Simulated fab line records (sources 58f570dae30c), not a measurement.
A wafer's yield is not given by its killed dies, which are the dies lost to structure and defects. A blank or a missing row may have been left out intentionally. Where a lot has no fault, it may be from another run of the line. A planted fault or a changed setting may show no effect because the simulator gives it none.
One fault seen from 2 desks | flow berkeleyCmos170 | numbers are kept per desk, each desk with only its own; the story behind them comes last

== DESK OF THE TOOL OWNER: lithoTrack-01 ==
The tool's own readings at UCB170_ZERO_HMDS_00 (prime time 60 s): means of the sampled wafers that have a number, for each lot that ran on this tool. Any lot whose mean is over 4 standard deviations away from the usual mean is out of limits and marked OUT; that distance is given in the brackets.
Columns: A = primeTempC at UCB170_ZERO_HMDS_00, usual 100.02 C
lot  | first seen here | A
L769 | day 3 17:25     | 100.13
L771 | day 4 01:41     | 100.16
L775 | day 5 00:31     | 103.31 (+27) OUT
L778 | day 5 16:55     | 103.18 (+26) OUT
This desk finds L775, L778 out of limits, L775 being first, at day 5 00:31 (primeTempC at UCB170_ZERO_HMDS_00). Within limits: L769, L771.

== METROLOGY DESK ==
Lot by lot, what the gauges showed, no matter which tool ran the lot: averages of those sampled wafers that carry a number. Any lot whose mean is over 4 standard deviations away from the usual mean is out of limits and marked OUT; that distance is given in the brackets.
Columns: A = NWELL_OXIDE_THK at UCB170_NWELL_THK_MEAS_02, usual 26.3 nm
lot  | first seen here | A
L761 | day 2 06:04     | 25.9
L762 | day 2 13:06     | 26.2
L764 | day 2 19:53     | 26.2
L765 | day 2 19:57     | 26.5
L766 | day 3 12:05     | 26.1
L767 | day 3 12:05     | 25.9
L769 | day 4 00:30     | 26.7
L771 | day 4 08:24     | 26.6
L775 | day 5 07:10     | 26.3
L777 | day 5 18:16     | 26.8
L779 | day 6 01:20     | 26.1
L778 | day 6 01:20     | 26.2
L780 | day 6 13:14     | 25.7
L782 | day 6 22:19     | 26.0
This desk's finding: nothing out of limits on any of the 14 lots.

== TAKEN TOGETHER ==
An alarm could have come from the tool owner's desk at day 5 00:31, on L775, L778.
Metrology desk: nothing out of limits seen.
The metrology desk holds a record of L775, L778, inside its limits.
UCB170_ZERO_HMDS_00 was run on lithoTrack-01 by each of the lots named.

== WHAT THE SIMULATOR HAD INSERTED ==
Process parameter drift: lithoTrack-01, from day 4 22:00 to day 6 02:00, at UCB170_ZERO_HMDS_00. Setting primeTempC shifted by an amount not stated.
Struck lots among those shown: L775, L778.
Each desk's first reading out of limits, in hours after the fault started: the tool owner's desk, 3.
